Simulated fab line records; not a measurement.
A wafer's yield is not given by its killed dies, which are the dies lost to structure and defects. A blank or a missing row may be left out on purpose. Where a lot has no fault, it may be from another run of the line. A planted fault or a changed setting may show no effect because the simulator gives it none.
fab line records | flow ritCmos
record lots=14 | wafers=42 | lastDay=7
route steps=202 shown ACTIVE@5 FOX1@20 NSD@137 M1@194
lots that met no fault: from a run of the same line without faults
startH: start of the lot's first displayed wafer, in hours after the record's first day | waitH: how many hours have passed since the lot's step before this one | " same as the row above | L1.1+2: a row that stands for several wafers | - either no value or no given start | * or withheld: withheld | < > ~ a bound
route shown NAME@n: names a module that has steps shown in the file, with the first one's number in the route | usual: mean/standard deviation of fault-free wafers | same: alike in all rows | chamber/n: place in a boat | sites: per-site readings | _std_site: the standard deviation of these | _edge_site: the outer-site mean with the inner-site mean subtracted | radiusMm: for every site, how far away it sits from the centre of the wafer | mask NAME#n: copy n | behind: the tool/chamber that last shaped the wafer | hold: cause of the lot's hold/its duration in hours/its outcome | device: whichever transistor did not switch (one of n, p or np) | end of line: the route-end tests of the same wafers | a step without rows: its recipe alone | killed: at the first sort, the dies lost to defects and structure; wafer yield is something else | map: a wafer's dies, marking killed ones x, the rest . and places with no die _
set.NAME: the setting that was run; set.NAME@STEP: the one run at that earlier step | model.NAME: the simulator's own value behind a step, which no gauge read
the route's steps for a sample of lots (tables are steps, rows are wafers)
services: a tool's chamber out of use, with start hour (startH, from the record's first day; less than 0 if before it), hours out, and reason
## steps
# step RIT_ACTIVE_THK_MEAS_04
# recipe reads=Si3N4_of_ACTIVE_CVD_03
# usual ACTIVE_NITRIDE_THK=150.5/1.4
lot.wafer | tool         | chamber | startH | waitH | ACTIVE_NITRIDE_THK[nm]
L870.2    | filmMetro-03 | -       | 18.59  | 0.0   | 151.4
L870.4    | "            | -       | "      | "     | 151.7
L870.6    | "            | -       | "      | "     | 151.6
L871.3    | filmMetro-04 | -       | 18.60  | 0.0   | 150.8
L871.4    | "            | -       | "      | "     | 149.7
L871.5    | "            | -       | "      | "     | 151.3
L872.3    | filmMetro-03 | -       | 25.03  | 0.0   | 150.7
L872.4    | "            | -       | "      | "     | 151.2
L872.6    | "            | -       | "      | "     | 150.8
L873.1    | filmMetro-02 | -       | 30.87  | 0.0   | 149.8
L873.2    | "            | -       | "      | "     | 151.0
L873.3    | "            | -       | "      | "     | 150.2
L874.1    | filmMetro-04 | -       | 35.89  | 0.0   | 147.2
L874.4    | "            | -       | "      | "     | 149.7
L874.5    | "            | -       | "      | "     | 148.0
L876.3    | filmMetro-04 | -       | 44.35  | 0.0   | 153.8
L876.4    | "            | -       | "      | "     | 153.9
L876.5    | "            | -       | "      | "     | 154.5
L881.1    | filmMetro-02 | -       | 68.53  | 0.0   | 151.2
L881.4    | "            | -       | "      | "     | 150.5
L881.5    | "            | -       | "      | "     | 151.3
L885.1    | filmMetro-03 | -       | 89.37  | 0.0   | 150.4
L885.5    | "            | -       | "      | "     | 148.5
L885.6    | "            | -       | "      | "     | 150.2
L886.1    | filmMetro-02 | -       | 96.24  | 0.0   | 148.3
L886.4    | "            | -       | "      | "     | 148.8
L886.6    | "            | -       | "      | "     | 148.3
L888.2    | filmMetro-02 | -       | 106.52 | 0.0   | 148.2
L888.3    | "            | -       | "      | "     | 149.7
L888.6    | "            | -       | "      | "     | 149.9
L890.3    | filmMetro-03 | -       | 113.92 | 0.0   | 149.8
L890.5    | "            | -       | "      | "     | 149.8
L890.6    | "            | -       | "      | "     | 149.7
L891.2    | filmMetro-02 | -       | 120.59 | 0.0   | 151.4
L891.5    | "            | -       | "      | "     | 150.2
L891.6    | "            | -       | "      | "     | 150.8
L892.4    | filmMetro-04 | -       | 124.16 | 0.0   | 151.1
L892.5    | "            | -       | "      | "     | 151.8
L892.6    | "            | -       | "      | "     | 151.2
L893.1    | filmMetro-02 | -       | 131.67 | 0.0   | 151.7
L893.5    | "            | -       | "      | "     | 151.1
L893.6    | "            | -       | "      | "     | 152.0
# step RIT_FOX1_OXIDATION_00
# recipe tempC=1100 | ambient=H2O | targetThkA=3507 | pH2oTorr=720 | oxTimeS=1130
lot.wafer  | tool       | chamber | startH | waitH
L870.2+4+6 | furnace-04 | 0       | 23.53  | 2.8
L871.3+4+5 | furnace-04 | 0       | 23.53  | 2.6
L872.3+4+6 | furnace-01 | 0       | 32.44  | 5.3
L873.1+2+3 | furnace-03 | 0       | 34.09  | 1.1
L874.1+4+5 | furnace-04 | 0       | 38.12  | 0.2
L876.3+4+5 | furnace-04 | 0       | 47.94  | 1.5
L881.1+4+5 | furnace-01 | 0       | 71.17  | 0.5
L885.1+5+6 | furnace-03 | 0       | 94.77  | 3.4
L886.1+4+6 | furnace-01 | 0       | 100.43 | 2.0
L888.2+3+6 | furnace-03 | 0       | 108.91 | 0.2
L890.3+5+6 | furnace-04 | 0       | 117.52 | 1.6
L891.2+5+6 | furnace-04 | 0       | 123.33 | 0.6
L892.4+5+6 | furnace-04 | 0       | 128.69 | 2.3
L893.1+5+6 | furnace-01 | 0       | 133.77 | 0.0
# step RIT_NSD_OVL_MEAS_06
# usual NSD_OVL=-0.3/1.4
lot.wafer | tool       | chamber | startH | waitH | NSD_OVL[nm]
L870.2    | overlay-02 | -       | 61.92  | -     | -1.4
L870.4    | "          | -       | "      | "     | -1.1
L870.6    | "          | -       | "      | "     | 1.2
L871.3    | overlay-01 | -       | 64.60  | -     | -0.1
L871.4    | "          | -       | "      | "     | 0.4
L871.5    | "          | -       | "      | "     | -0.9
L872.3    | overlay-01 | -       | 64.90  | -     | 1.6
L872.4    | "          | -       | "      | "     | -1.1
L872.6    | "          | -       | "      | "     | -0.6
L873.1    | overlay-02 | -       | 69.28  | -     | 0.0
L873.2    | "          | -       | "      | "     | 0.8
L873.3    | "          | -       | "      | "     | -0.2
L874.1    | overlay-02 | -       | 77.29  | -     | -2.4
L874.4    | "          | -       | "      | "     | -1.5
L874.5    | "          | -       | "      | "     | -2.2
L876.3    | overlay-02 | -       | 81.55  | -     | -0.8
L876.4    | "          | -       | "      | "     | 1.4
L876.5    | "          | -       | "      | "     | -0.5
L881.1    | overlay-01 | -       | 112.12 | -     | -0.2
L881.4    | "          | -       | "      | "     | -1.0
L881.5    | "          | -       | "      | "     | 0.0
L885.1    | overlay-02 | -       | 130.70 | -     | -0.9
L885.5    | "          | -       | "      | "     | 0.7
L885.6    | "          | -       | "      | "     | -0.8
L886.1    | overlay-01 | -       | 136.58 | -     | -1.6
L886.4    | "          | -       | "      | "     | -0.1
L886.6    | "          | -       | "      | "     | -0.1
L888.2    | overlay-01 | -       | 146.12 | -     | -1.7
L888.3    | "          | -       | "      | "     | 0.5
L888.6    | "          | -       | "      | "     | -0.2
L890.3    | overlay-02 | -       | 149.31 | -     | -0.4
L890.5    | "          | -       | "      | "     | -1.0
L890.6    | "          | -       | "      | "     | -2.1
L891.2    | overlay-02 | -       | 157.79 | -     | 2.3
L891.5    | "          | -       | "      | "     | 2.5
L891.6    | "          | -       | "      | "     | 3.9
L892.4    | overlay-02 | -       | 162.15 | -     | 2.6
L892.5    | "          | -       | "      | "     | 1.2
L892.6    | "          | -       | "      | "     | 1.6
L893.1    | overlay-02 | -       | 168.08 | -     | -1.3
L893.5    | "          | -       | "      | "     | -2.1
L893.6    | "          | -       | "      | "     | 0.0
# step RIT_M1_OVL_MEAS_10
# usual M1_OVL=0.6/1.3
lot.wafer | tool       | chamber | startH | waitH | M1_OVL[nm]
L870.2    | overlay-01 | -       | 69.91  | 0.1   | -0.1
L870.4    | "          | -       | "      | "     | 0.5
L870.6    | "          | -       | "      | "     | 1.0
L871.3    | overlay-02 | -       | 72.38  | 0.1   | -2.1
L871.4    | "          | -       | "      | "     | -1.7
L871.5    | "          | -       | "      | "     | -2.6
L872.3    | overlay-02 | -       | 72.83  | 0.1   | 2.2
L872.4    | "          | -       | "      | "     | 2.2
L872.6    | "          | -       | "      | "     | 2.6
L873.1    | overlay-01 | -       | 77.12  | 0.1   | -0.3
L873.2    | "          | -       | "      | "     | 0.9
L873.3    | "          | -       | "      | "     | 0.7
L874.1    | overlay-02 | -       | 85.11  | 0.1   | 1.6
L874.4    | "          | -       | "      | "     | 1.5
L874.5    | "          | -       | "      | "     | 2.0
L876.3    | overlay-02 | -       | 89.05  | 0.1   | -0.3
L876.4    | "          | -       | "      | "     | 0.6
L876.5    | "          | -       | "      | "     | 4.5
L881.1    | overlay-01 | -       | 119.49 | 0.1   | 2.2
L881.4    | "          | -       | "      | "     | -0.5
L881.5    | "          | -       | "      | "     | -0.4
L885.1    | overlay-02 | -       | 138.09 | 0.1   | 1.1
L885.5    | "          | -       | "      | "     | 0.0
L885.6    | "          | -       | "      | "     | 0.0
L886.1    | overlay-01 | -       | 144.16 | 0.1   | 2.2
L886.4    | "          | -       | "      | "     | 2.2
L886.6    | "          | -       | "      | "     | 2.1
L888.2    | overlay-02 | -       | 153.58 | 0.1   | 0.4
L888.3    | "          | -       | "      | "     | 2.1
L888.6    | "          | -       | "      | "     | -0.3
L890.3    | overlay-01 | -       | 156.80 | 0.1   | -0.8
L890.5    | "          | -       | "      | "     | -0.6
L890.6    | "          | -       | "      | "     | -3.0
L891.2    | overlay-02 | -       | 165.57 | 0.1   | 1.1
L891.5    | "          | -       | "      | "     | 1.0
L891.6    | "          | -       | "      | "     | 2.2
L892.4    | overlay-02 | -       | 170.23 | 0.1   | 0.5
L892.5    | "          | -       | "      | "     | 0.7
L892.6    | "          | -       | "      | "     | 0.9
L893.1    | overlay-01 | -       | 175.66 | 0.1   | 1.8
L893.5    | "          | -       | "      | "     | 1.5
L893.6    | "          | -       | "      | "     | 0.7
# step RIT_M1_PROBE_99
# usual killedAtContacts=0.1/0.23 | killedAtFrontEnd=6.6/2.8 | killedDies=6.6/2.8 | killedOnRim=1.8/1.4 | killedOpen=3.3/2 | killedShort=3.2/1.7
# same grossDies=264 | killed_at_M0_to_M3=0 | killed_at_M4_up=0 | killedAtBackSide=0 | killedAtOther=0
lot.wafer | tool      | chamber | startH | waitH | killedAtContacts | killedAtFrontEnd | killedDies | killedOnRim | killedOpen | killedShort
L874.1    | prober-02 | -       | 87.74  | 0.1   | 0                | 66               | 66         | 15          | 0          | 4
L874.4    | prober-02 | -       | 87.89  | 0.2   | 0                | 81               | 81         | 23          | 6          | 3
L874.5    | prober-02 | -       | 87.94  | 0.2   | 0                | 81               | 81         | 19          | 6          | 4
L876.3    | prober-02 | -       | 91.85  | 0.2   | 0                | 68               | 68         | 20          | 0          | 3
L876.4    | prober-02 | -       | 91.90  | 0.2   | 0                | 74               | 74         | 17          | 4          | 2
L876.5    | prober-02 | -       | 91.95  | 0.2   | 0                | 86               | 86         | 23          | 5          | 5
L886.1    | prober-02 | -       | 146.70 | 0.1   | 0                | 9                | 9          | 3           | 3          | 5
L886.4    | prober-02 | -       | 146.85 | 0.2   | 0                | 10               | 10         | 5           | 5          | 5
L886.6    | prober-02 | -       | 146.95 | 0.2   | 0                | 15               | 15         | 4           | 11         | 3
L891.2    | prober-01 | -       | 168.17 | 0.1   | 0                | 5                | 5          | 3           | 3          | 2
L891.5    | prober-01 | -       | 168.32 | 0.2   | 0                | 7                | 7          | 2           | 4          | 3
L891.6    | prober-01 | -       | 168.37 | 0.2   | 0                | 10               | 10         | 3           | 4          | 6
# killed by level:class
L874.1 FOX1:unspecified=62 GATE:geometricParticle:short=2 FOX1:geometricParticle:short=1 SILICIDE:geometricParticle:short=1
L874.4 FOX1:unspecified=72 FOX1:geometricParticle:open=3 FOX2:geometricParticle:short=2 SPACER:geometricParticle:open=2 GATE:geometricParticle:open=1 SPACER:geometricParticle:short=1
L874.5 FOX1:unspecified=71 FOX1:geometricParticle:open=2 SILICIDE:geometricParticle:open=2 FOX1:geometricParticle:short=1 FOX2:geometricParticle:open=1 FOX2:geometricParticle:short=1 GATE:geometricParticle:short=1 REOX:geometricParticle:open=1
L876.3 FOX1:unspecified=64 FOX1:geometricParticle:short=2 REOX:geometricParticle:short=1 ACTIVE:coatMicrobubblePrinted=1
L876.4 FOX1:unspecified=68 FOX2:geometricParticle:open=2 FOX1:geometricParticle:short=1 FOX1:geometricParticle:open=1 SPACER:geometricParticle:short=1 SILICIDE:geometricParticle:open=1
L876.5 FOX1:unspecified=76 FOX1:geometricParticle:open=4 GATE:geometricParticle:short=3 FOX1:geometricParticle:short=1 GATE:geometricParticle:open=1 SPACER:geometricParticle:short=1
L886.1 GATE:geometricParticle:open=2 REOX:geometricParticle:short=2 FOX1:geometricParticle:short=1 GATE:geometricParticle:short=1 REOX:geometricParticle:open=1 SPACER:geometricParticle:short=1 NLDD:coatMicrobubblePrinted=1
L886.4 GATE:geometricParticle:short=3 FOX1:geometricParticle:open=2 GATE:geometricParticle:open=2 REOX:geometricParticle:short=2 REOX:geometricParticle:open=1
L886.6 GATE:geometricParticle:open=8 FOX1:geometricParticle:open=2 GATE:geometricParticle:short=2 SILICIDE:geometricParticle:short=1 SILICIDE:geometricParticle:open=1 NWELL:coatMicrobubblePrinted=1
L891.2 GATE:geometricParticle:open=2 FOX1:geometricParticle:short=1 SPACER:geometricParticle:open=1 SPACER:geometricParticle:short=1
L891.5 GATE:geometricParticle:open=3 GATE:geometricParticle:short=2 FOX1:geometricParticle:short=1 SPACER:geometricParticle:open=1
L891.6 SPACER:geometricParticle:open=3 GATE:geometricParticle:short=2 FOX1:geometricParticle:short=1 GATE:geometricParticle:open=1 REOX:geometricParticle:short=1 SPACER:geometricParticle:short=1 SILICIDE:geometricParticle:short=1
## services
tool       | chamber | startH | hours | kind
furnace-01 | -       | 10.04  | 19.3  | pm
furnace-01 | -       | 29.33  | 3.1   | pm
furnace-04 | -       | 56.09  | 3.5   | pm
furnace-04 | -       | 91.76  | 11.7  | pm
## key
firstSign step=RIT_M1_PROBE_99 | reading=killedAtFrontEnd | direction=up | sigmas=25 | usual=6.6 | struck=76
effect step=RIT_M1_PROBE_99 | reading=killedDies | direction=up | sigmas=25 | usual=6.6 | struck=76
metAt RIT_FOX1_OXIDATION_00
struckLots L874,L876
testerLeftOut L874,L876
notActingAt RIT_ACTIVE_THK_MEAS_04,RIT_NSD_OVL_MEAS_06,RIT_M1_OVL_MEAS_10
onsetBetween 23.53 38.12
fault kind=chamberParticleSource | tool=furnace-04 | chamber=- | onsetH=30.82 | steps=RIT_FOX1_OXIDATION_00 | ratePerVisitCm2=0.57858 | endH=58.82
# testerLeftOut: of these lots the tester's yield and bins aren't shown, on N5 and GAA mostly nor the transistor test; their killed dies are dies lost to structure and defects alone, not to doping, threshold or leakage, so they don't give the yield
